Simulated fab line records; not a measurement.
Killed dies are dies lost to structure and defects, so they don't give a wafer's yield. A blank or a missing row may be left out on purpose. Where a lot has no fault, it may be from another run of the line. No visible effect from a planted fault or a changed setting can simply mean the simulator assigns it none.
What tool caused it? / flow berkeley cmos170 / Sampling: 15 lots, 45 wafers, 4 of 331 route steps

WHAT EACH GAUGE READ, for each wafer
UCB170_NVT_TW_MEAS_09. Usual: NVT_TW gives 526 (standard deviation 4.1).
lot=L189; measured=day 6 11:28; on=film metro-03; NVT_TW=530 529 531; flag=
lot=L188; measured=day 6 11:39; on=film metro-04; NVT_TW=527 525 526; flag=
lot=L190; measured=day 6 21:52; on=film metro-03; NVT_TW=532 530 530; flag=
lot=L191; measured=day 7 11:16; on=film metro-02; NVT_TW=519 519 519; flag=
lot=L192; measured=day 7 11:32; on=film metro-04; NVT_TW=527 527 526; flag=
lot=L195; measured=day 7 22:50; on=film metro-04; NVT_TW=526 528 527; flag=
lot=L196; measured=day 8 18:43; on=film metro-02; NVT_TW=523 523 525; flag=
lot=L197; measured=day 8 18:52; on=film metro-03; NVT_TW=529 530 529; flag=
lot=L198; measured=day 9 05:29; on=film metro-04; NVT_TW=524 528 522; flag=
lot=L199; measured=day 9 05:35; on=film metro-03; NVT_TW=536 529 531; flag=
lot=L201; measured=day 9 05:50; on=film metro-02; NVT_TW=523 522 526; flag=
lot=L200; measured=day 9 06:11; on=film metro-04; NVT_TW=523 523 523; flag=
lot=L204; measured=day 10 06:43; on=film metro-03; NVT_TW=526 527 530; flag=
lot=L207; measured=day 10 19:35; on=film metro-04; NVT_TW=527 523 527; flag=
lot=L209; measured=day 11 18:23; on=film metro-04; NVT_TW=527 528 529; flag=

UCB170_PSD_OVL_MEAS_07. Usual: PSD_OVL gives -3 nm (standard deviation 5.2).
lot=L189; measured=day 7 17:39; on=overlay-02; PSD_OVL (nm)=-13 -2 -4; flag=
lot=L188; measured=day 7 17:56; on=overlay-01; PSD_OVL (nm)=2 3 -6; flag=
lot=L190; measured=day 8 01:58; on=overlay-02; PSD_OVL (nm)=-3 -4 -4; flag=
lot=L191; measured=day 8 16:17; on=overlay-02; PSD_OVL (nm)=7 5 2; flag=
lot=L192; measured=day 8 16:19; on=overlay-01; PSD_OVL (nm)=-7 -3 0; flag=
lot=L195; measured=day 9 10:32; on=overlay-02; PSD_OVL (nm)=-5 -11 -12; flag=
lot=L196; measured=day 10 13:31; on=overlay-01; PSD_OVL (nm)=4 7 1; flag=
lot=L197; measured=day 10 14:24; on=overlay-02; PSD_OVL (nm)=-165 -162 -168; flag=OFF
lot=L198; measured=day 10 13:40; on=overlay-02; PSD_OVL (nm)=-168 -163 -163; flag=OFF
lot=L199; measured=day 10 14:14; on=overlay-01; PSD_OVL (nm)=-163 -174 -165; flag=OFF
lot=L201; measured=day 10 14:11; on=overlay-02; PSD_OVL (nm)=-10 -5 -6; flag=
lot=L200; measured=day 10 14:31; on=overlay-01; PSD_OVL (nm)=-9 -10 -3; flag=
lot=L204; measured=day 11 11:22; on=overlay-01; PSD_OVL (nm)=5 1 -14; flag=
lot=L207; measured=day 12 01:44; on=overlay-02; PSD_OVL (nm)=-4 -4 -13; flag=
lot=L209; measured=day 12 22:19; on=overlay-02; PSD_OVL (nm)=-6 -2 0; flag=

UCB170_NSD_TW_MEAS_10. Usual: NSD_TW gives 4187 (standard deviation 30).
lot=L189; measured=day 7 19:35; on=film metro-01; NSD_TW=4178 4182 4202; flag=
lot=L188; measured=day 7 19:50; on=film metro-03; NSD_TW=4211 4221 4219; flag=
lot=L190; measured=day 8 04:13; on=film metro-02; NSD_TW=4166 4200 4189; flag=
lot=L191; measured=day 8 18:17; on=film metro-02; NSD_TW=4179 4180 4186; flag=
lot=L192; measured=day 8 18:33; on=film metro-01; NSD_TW=4186 4152 4178; flag=
lot=L195; measured=day 9 12:19; on=film metro-02; NSD_TW=4192 4174 4206; flag=
lot=L196; measured=day 10 16:27; on=film metro-01; NSD_TW=4174 4192 4179; flag=
lot=L197; measured=day 10 16:58; on=film metro-02; NSD_TW=4137 4129 4151; flag=
lot=L198; measured=day 10 16:40; on=film metro-02; NSD_TW=4158 4169 4162; flag=
lot=L199; measured=day 10 16:49; on=film metro-02; NSD_TW=4129 4155 4165; flag=
lot=L201; measured=day 10 16:47; on=film metro-01; NSD_TW=4181 4189 4199; flag=
lot=L200; measured=day 10 17:05; on=film metro-01; NSD_TW=4178 4178 4188; flag=
lot=L204; measured=day 11 15:34; on=film metro-02; NSD_TW=4182 4168 4188; flag=
lot=L207; measured=day 12 05:20; on=film metro-03; NSD_TW=4248 4247 4226; flag=
lot=L209; measured=day 13 00:55; on=film metro-01; NSD_TW=4162 4184 4168; flag=

TOOL THAT RAN EACH LOT (tool first, then ch and the chambers of the sampled wafers, then the start)
lot=L189; UCB170_PSD_EXPOSE_03=krf scanner-02 ch 0, day 7 16:59
lot=L188; UCB170_PSD_EXPOSE_03=krf scanner-01 ch 0, day 7 17:20
lot=L190; UCB170_PSD_EXPOSE_03=krf scanner-02 ch 0, day 8 01:15
lot=L191; UCB170_PSD_EXPOSE_03=krf scanner-02 ch 0, day 8 15:28
lot=L192; UCB170_PSD_EXPOSE_03=krf scanner-01 ch 0, day 8 15:41
lot=L195; UCB170_PSD_EXPOSE_03=krf scanner-02 ch 0, day 9 10:02
lot=L196; UCB170_PSD_EXPOSE_03=krf scanner-01 ch 0, day 10 12:08
lot=L197; UCB170_PSD_EXPOSE_03=krf scanner-02 ch 0, day 10 13:01
lot=L198; UCB170_PSD_EXPOSE_03=krf scanner-02 ch 0, day 10 12:24
lot=L199; UCB170_PSD_EXPOSE_03=krf scanner-02 ch 0, day 10 12:52
lot=L201; UCB170_PSD_EXPOSE_03=krf scanner-01 ch 0, day 10 12:38
lot=L200; UCB170_PSD_EXPOSE_03=krf scanner-01 ch 0, day 10 13:18
lot=L204; UCB170_PSD_EXPOSE_03=krf scanner-01 ch 0, day 11 10:23
lot=L207; UCB170_PSD_EXPOSE_03=krf scanner-01 ch 0, day 12 01:14
lot=L209; UCB170_PSD_EXPOSE_03=krf scanner-01 ch 0, day 12 21:37
- UCB170_PSD_EXPOSE_03: exposes mask PSELECT MOD, target cd 1200 nm.

WHAT THE TOOLS THEMSELVES READ (means of the sampled wafers that have a number; where no wafer has one, the mark that the record gives instead)
The record holds no such reading with a usual standard deviation.

THE ANSWER, worked out from the rows above alone
Rule: take the mean of a lot's wafers that have a number; if it is more than 3 standard deviations from the usual mean, the lot is off. A lot without any number at a reading at which 4 lots or more have one is off too. Any other lot the step has rows for is counted as sound. The gauges are gone through in route order, then the tools' own readings, and for those a lot's mean is taken as printed above. The first step at which some lot is off is used, and at that step the reading that is off furthest; a lot without a number counts as furthest.
Off: L197, L198, L199, seen at UCB170_PSD_OVL_MEAS_07 (PSD_OVL).
If a tool, at a process step before that reading, ran all the lots that are off and no sound lot after the first of them, it fits. Gauges at UCB170_PSD_OVL_MEAS_07: tried the same way as those tools. One candidate fits, namely krf scanner-02 at UCB170_PSD_EXPOSE_03. A fault onset in the window from L195 (day 9 10:02, its last sound lot) to L198 (day 10 12:24, its first lot off) fits.

WHAT THE SIMULATOR HAD PUT IN
Scanner matching overlay: krf scanner-02, from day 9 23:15 on, at UCB170_PSD_EXPOSE_03. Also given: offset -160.
Shown lots that were struck: L197, L198, L199. Same finding as the rule above.
